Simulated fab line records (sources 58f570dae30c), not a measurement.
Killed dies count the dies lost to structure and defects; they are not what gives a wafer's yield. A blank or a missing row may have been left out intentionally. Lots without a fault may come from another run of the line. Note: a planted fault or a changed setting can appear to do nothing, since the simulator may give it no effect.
What tool caused it? + flow berkeley_cmos170 + 15 lots, 45 wafers sampled, at 5 steps of a route of 331

WHAT EACH GAUGE READ, for each wafer
UCB170_ACTIVE_OVL_MEAS_14.
| lot  | measured    | on         | ACTIVE_OVL (nm) |
|------|-------------|------------|-----------------|
| L819 | day 4 06:50 | overlay-01 | 6 6 7           |
| L820 | day 4 07:20 | overlay-01 | 3 10 12         |
| L821 | day 4 14:12 | overlay-01 | -1 -4 -2        |
| L823 | day 5 18:09 | overlay-02 | -4 4 -6         |
| L824 | day 5 17:40 | overlay-02 | 2 -9 0          |
| L825 | day 5 18:31 | overlay-01 | 4 -2 -1         |
| L827 | day 5 17:54 | overlay-01 | 0 6 5           |
| L826 | day 5 17:33 | overlay-01 | 3 2 -4          |
| L828 | day 5 17:16 | overlay-01 | 4 7 4           |
| L831 | day 6 07:52 | overlay-02 | 8 2 4           |
| L832 | day 6 08:58 | overlay-02 | 3 8 12          |
| L833 | day 6 21:58 | overlay-01 | -221 -226 -220  |
| L834 | day 7 11:34 | overlay-01 | -220 -217 -212  |
| L835 | day 7 11:14 | overlay-02 | -210 -210 -214  |
| L839 | day 8 00:01 | overlay-02 | -5 3 -2         |

UCB170_PFIELD_OVL_MEAS_06.
| lot  | measured    | on         | PFIELD_OVL (nm) |
|------|-------------|------------|-----------------|
| L819 | day 4 09:07 | overlay-01 | -4 6 -3         |
| L820 | day 4 09:40 | overlay-01 | -14 -9 -5       |
| L821 | day 4 17:37 | overlay-01 | -2 -2 -4        |
| L823 | day 5 22:35 | overlay-01 | -1 -1 1         |
| L824 | day 5 21:56 | overlay-01 | -7 -3 -3        |
| L825 | day 5 22:41 | overlay-01 | 10 6 9          |
| L827 | day 5 22:17 | overlay-01 | -1 5 3          |
| L826 | day 5 21:52 | overlay-02 | 3 6 2           |
| L828 | day 5 22:00 | overlay-02 | -7 -4 -6        |
| L831 | day 6 12:32 | overlay-02 | -3 2 -3         |
| L832 | day 6 13:15 | overlay-01 | -3 -10 -8       |
| L833 | day 6 23:47 | overlay-01 | 8 6 6           |
| L834 | day 7 15:34 | overlay-02 | 6 8 0           |
| L835 | day 7 15:01 | overlay-02 | -2 2 0          |
| L839 | day 8 01:40 | overlay-02 | 4 10 13         |

EACH LOT AND THE TOOL THAT RAN IT (in order: tool; ch and the chambers of the sampled wafers; start)
| lot  | UCB170_ZERO_ETCH_06               | UCB170_ACTIVE_EXPOSE_10          | UCB170_ACTIVE_STRIP_16              |
|------|-----------------------------------|----------------------------------|-------------------------------------|
| L819 | rie_diel-02 ch 0,1,3, day 1 19:48 | krf_scanner-01 ch 0, day 4 05:40 | plasma_asher-02 ch 0,1, day 4 06:58 |
| L820 | rie_diel-02 ch 0,3, day 2 00:40   | krf_scanner-01 ch 0, day 4 06:16 | plasma_asher-04 ch 0,1, day 4 07:30 |
| L821 | rie_diel-01 ch 0,1, day 2 06:30   | krf_scanner-01 ch 0, day 4 13:41 | plasma_asher-01 ch 1, day 4 14:20   |
| L823 | rie_diel-03 ch 0,3, day 2 13:59   | krf_scanner-01 ch 0, day 5 16:41 | plasma_asher-02 ch 1, day 5 18:17   |
| L824 | rie_diel-03 ch 1,2,3, day 2 19:32 | krf_scanner-01 ch 0, day 5 16:11 | plasma_asher-02 ch 0,1, day 5 17:48 |
| L825 | rie_diel-01 ch 1,2, day 3 03:59   | krf_scanner-01 ch 0, day 5 16:50 | plasma_asher-01 ch 0,1, day 5 18:40 |
| L827 | rie_diel-02 ch 0,1,2, day 3 11:25 | krf_scanner-02 ch 0, day 5 16:25 | plasma_asher-01 ch 1, day 5 18:02   |
| L826 | rie_diel-01 ch 2,3, day 3 11:58   | krf_scanner-02 ch 0, day 5 15:53 | plasma_asher-01 ch 0,1, day 5 17:43 |
| L828 | rie_diel-03 ch 0,3, day 3 14:41   | krf_scanner-02 ch 0, day 5 15:38 | plasma_asher-02 ch 0,1, day 5 17:24 |
| L831 | rie_diel-01 ch 1,2,3, day 4 06:50 | krf_scanner-01 ch 0, day 6 07:16 | plasma_asher-02 ch 0,1, day 6 08:01 |
| L832 | rie_diel-02 ch 0,1,2, day 4 11:47 | krf_scanner-01 ch 0, day 6 08:17 | plasma_asher-04 ch 0,1, day 6 09:06 |
| L833 | rie_diel-03 ch 0,1,3, day 4 14:17 | krf_scanner-01 ch 0, day 6 21:26 | plasma_asher-01 ch 0,1, day 6 22:08 |
| L834 | rie_diel-03 ch 0,2,3, day 5 01:43 | krf_scanner-01 ch 0, day 7 10:11 | plasma_asher-01 ch 0,1, day 7 11:43 |
| L835 | rie_diel-01 ch 2,3, day 5 06:53   | krf_scanner-01 ch 0, day 7 09:40 | plasma_asher-04 ch 1, day 7 11:22   |
| L839 | rie_diel-01 ch 0,2,3, day 5 21:18 | krf_scanner-02 ch 0, day 7 22:40 | plasma_asher-02 ch 0,1, day 8 00:10 |
- UCB170_ZERO_ETCH_06: etches SiO2 in CHF3/CF4/Ar, time 12 s.
- UCB170_ACTIVE_EXPOSE_10: exposes mask ACTIVE, target cd 1200 nm.
- UCB170_ACTIVE_STRIP_16: strips in O2.

WHAT THE TOOLS THEMSELVES READ (means of the sampled wafers that have a number; where no wafer has one, the mark that the record gives instead)
UCB170_ZERO_ETCH_06.
| lot  | tool        | cf4_flow_sccm (sccm) | drypump_motor_current_A (A) | oes_product_au (a.u.) | throttle_valve_pct (%) |
|------|-------------|----------------------|-----------------------------|-----------------------|------------------------|
| L819 | rie_diel-02 | 10.020               | 5.6                         | 0.619                 | 9.38                   |
| L820 | rie_diel-02 | 9.996                | 5.9                         | 0.614                 | 9.46                   |
| L821 | rie_diel-01 | 10.010               | 5.7                         | 0.624                 | 9.23                   |
| L823 | rie_diel-03 | 10.003               | 6.3                         | 0.616                 | 9.16                   |
| L824 | rie_diel-03 | 9.999                | 5.4                         | 0.622                 | 9.33                   |
| L825 | rie_diel-01 | 9.980                | 5.5                         | 0.626                 | 9.37                   |
| L827 | rie_diel-02 | 9.998                | 5.7                         | 0.607                 | 9.29                   |
| L826 | rie_diel-01 | 9.981                | 5.7                         | 0.627                 | 9.34                   |
| L828 | rie_diel-03 | 9.999                | 5.9                         | 0.613                 | 9.23                   |
| L831 | rie_diel-01 | 9.991                | 5.8                         | 0.619                 | 9.31                   |
| L832 | rie_diel-02 | 9.999                | 5.6                         | 0.603                 | 9.30                   |
| L833 | rie_diel-03 | 10.006               | 5.8                         | 0.622                 | 9.18                   |
| L834 | rie_diel-03 | 10.013               | 6.0                         | 0.615                 | 9.32                   |
| L835 | rie_diel-01 | 10.017               | 5.7                         | 0.629                 | 9.33                   |
| L839 | rie_diel-01 | 10.012               | 5.8                         | 0.626                 | 9.27                   |

UCB170_ACTIVE_STRIP_16.
| lot  | tool            | drypump_motor_current_A (A) | oes_product_au (a.u.) | strip_time_to_endpoint_s (s) |
|------|-----------------|-----------------------------|-----------------------|------------------------------|
| L819 | plasma_asher-02 | 5.7                         | 0.720                 | 18.07                        |
| L820 | plasma_asher-04 | 6.1                         | 0.717                 | 18.07                        |
| L821 | plasma_asher-01 | 5.5                         | 0.725                 | 18.06                        |
| L823 | plasma_asher-02 | 5.5                         | 0.720                 | 17.93                        |
| L824 | plasma_asher-02 | 5.6                         | 0.722                 | 18.04                        |
| L825 | plasma_asher-01 | 5.7                         | 0.722                 | 18.15                        |
| L827 | plasma_asher-01 | 5.5                         | 0.724                 | 18.07                        |
| L826 | plasma_asher-01 | 5.7                         | 0.722                 | 18.12                        |
| L828 | plasma_asher-02 | 5.6                         | 0.726                 | 17.88                        |
| L831 | plasma_asher-02 | 5.6                         | 0.721                 | 17.99                        |
| L832 | plasma_asher-04 | 6.0                         | 0.717                 | 18.06                        |
| L833 | plasma_asher-01 | 5.7                         | 0.720                 | 18.18                        |
| L834 | plasma_asher-01 | 5.6                         | 0.722                 | 18.04                        |
| L835 | plasma_asher-04 | 6.7                         | 0.721                 | 18.07                        |
| L839 | plasma_asher-02 | 5.6                         | 0.724                 | 18.15                        |

THE ANSWER, worked out from the rows above alone
Rule: usual is defined by the lots themselves. The widest of any qualifying gaps counts: lots, ordered by their means at a reading, are off when they make up no more than a third of the lots, leave a main group of 4 or more, and stand apart from it by 3 or more times the standard deviation of that group's means. A main group is skipped when, at the precision printed for the reading in the tables above, its means are all equal. Also off: a lot with no number at a reading for which 4 or more lots have one. Any other lot the step has rows for is counted as sound. First the gauges in route order, then the tools' own readings, where a lot's mean is used as printed above. At the first step where some lot is off, the reading lying furthest off is the one used; lots without a number count as furthest.
Off: at UCB170_ACTIVE_OVL_MEAS_14 (ACTIVE_OVL), L833, L834, L835. Mean 2 nm and standard deviation 3.9 in the main group.
If a tool, at a process step before that reading, ran all the lots that are off and no sound lot after the first of them, it fits. The gauges at UCB170_ACTIVE_OVL_MEAS_14 are tried like those tools. One fits: UCB170_ACTIVE_EXPOSE_10 on krf_scanner-01. A fault onset in the window from L832 (day 6 08:17, its last sound lot) to L833 (day 6 21:26, its first lot off) fits.

WHAT THE SIMULATOR HAD PUT IN
Scanner matching overlay: krf_scanner-01, from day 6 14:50 on, at UCB170_ACTIVE_EXPOSE_10. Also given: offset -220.
Lots struck among those shown: L833, L835, L834. This agrees with what the rule above found.
